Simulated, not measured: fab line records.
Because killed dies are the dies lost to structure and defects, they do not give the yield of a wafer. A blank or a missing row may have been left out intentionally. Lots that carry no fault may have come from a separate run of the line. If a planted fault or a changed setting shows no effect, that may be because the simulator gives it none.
Check of tool commonality -- flow rit-cmos -- 42 wafers sampled across 14 lots

== THE REASON FOR OPENING IT ==
RIT_NRETRO_TW_MEAS_10, reading NRETRO_TW: flagged on 2 of 14 lots. Fault-free wafers read 1046, with a standard deviation of 7.
Rule: a lot gets a flag if all its wafers with a number sit over 4 standard deviations from that mean, or if no wafer of it has a number. The other lots count as sound.

lot,measured,on,"NRETRO_TW, wafer by wafer",flag
L940,day 2 07:41,film-metro-03,1042 1044 1039,
L943,day 2 22:58,film-metro-03,1047 1041 1043,
L945,day 3 07:47,film-metro-04,1048 1042 1042,
L947,day 3 23:11,film-metro-03,1043 1039 1042,
L948,day 4 03:19,film-metro-04,1053 1052 1046,
L949,day 4 09:26,film-metro-01,1053 1053 1050,
L950,day 4 14:06,film-metro-03,1046 1046 1041,
L951,day 4 17:01,film-metro-03,1050 1049 1047,
L955,day 5 16:53,film-metro-03,1043 1043 1042,
L958,day 6 05:50,film-metro-04,863 858 858,FLAGGED
L959,day 6 10:39,film-metro-03,856 859 857,FLAGGED
L960,day 6 13:05,film-metro-03,1036 1039 1043,
L961,day 6 18:06,film-metro-03,1036 1040 1040,
L962,day 18 11:10,film-metro-04,1056 1062 1054,
On average the flagged lots' numbers are 858, which is -188 against the usual, or -27 standard deviations.

== EACH LOT AND THE TOOL IT RAN ON ==
The record keeps 1 process step preceding the reading, out of 202 steps on the route. Read each cell as the tool, then ch plus the chambers that the sampled wafers visited, then the start.
lot,flag,RIT_NRETRO_IMPLANT_08
L940,,"implanter-04 ch 0, day 2 07:22"
L943,,"implanter-04 ch 0, day 2 22:39"
L945,,"implanter-02 ch 0, day 3 07:27"
L947,,"implanter-04 ch 0, day 3 22:52"
L948,,"implanter-02 ch 0, day 4 02:59"
L949,,"implanter-04 ch 0, day 4 09:07"
L950,,"implanter-04 ch 0, day 4 13:49"
L951,,"implanter-04 ch 0, day 4 16:44"
L955,,"implanter-02 ch 0, day 5 16:34"
L958,FLAGGED,"implanter-04 ch 0, day 6 05:31"
L959,FLAGGED,"implanter-04 ch 0, day 6 10:20"
L960,,"implanter-03 ch 0, day 6 12:48"
L961,,"implanter-03 ch 0, day 6 17:47"
L962,,"implanter-04 ch 0, day 18 10:52"
These steps, and what they do:
- RIT_NRETRO_IMPLANT_08
- RIT_NRETRO_TW_MEAS_10

== FLAGGED AGAINST TOTAL, ONE TOOL AT A TIME (gauges that did the reading follow at the end) ==
step,tool,lots run,flagged,share of the flagged lots,sound lots run after its first flagged lot
RIT_NRETRO_IMPLANT_08,implanter-02,3,0,none,-
RIT_NRETRO_IMPLANT_08,implanter-03,2,0,none,-
RIT_NRETRO_IMPLANT_08,implanter-04,9,2,all,1 (L962)
RIT_NRETRO_TW_MEAS_10,film-metro-01,1,0,none,-
RIT_NRETRO_TW_MEAS_10,film-metro-03,9,1,some,"2 (L960,L961)"
RIT_NRETRO_TW_MEAS_10,film-metro-04,4,1,some,1 (L962)

== THE TABLE: WHAT IT ALLOWS ==
Rows of the table that ran each flagged lot: 1, that is implanter-04 at RIT_NRETRO_IMPLANT_08.
- implanter-04 at RIT_NRETRO_IMPLANT_08: 2 of its 9 lots flagged. After the first flagged lot (L962), sound lots still ran on it; a lasting fault on the whole tool would not permit that. Its own readings (dose-ions-cm2, faraday-current-uA) fall more than 4 standard deviations out on all wafers of the flagged lots.
No row of the table ran every flagged lot and no sound lot after the first.

== WHAT THE SIMULATOR PUT IN ==
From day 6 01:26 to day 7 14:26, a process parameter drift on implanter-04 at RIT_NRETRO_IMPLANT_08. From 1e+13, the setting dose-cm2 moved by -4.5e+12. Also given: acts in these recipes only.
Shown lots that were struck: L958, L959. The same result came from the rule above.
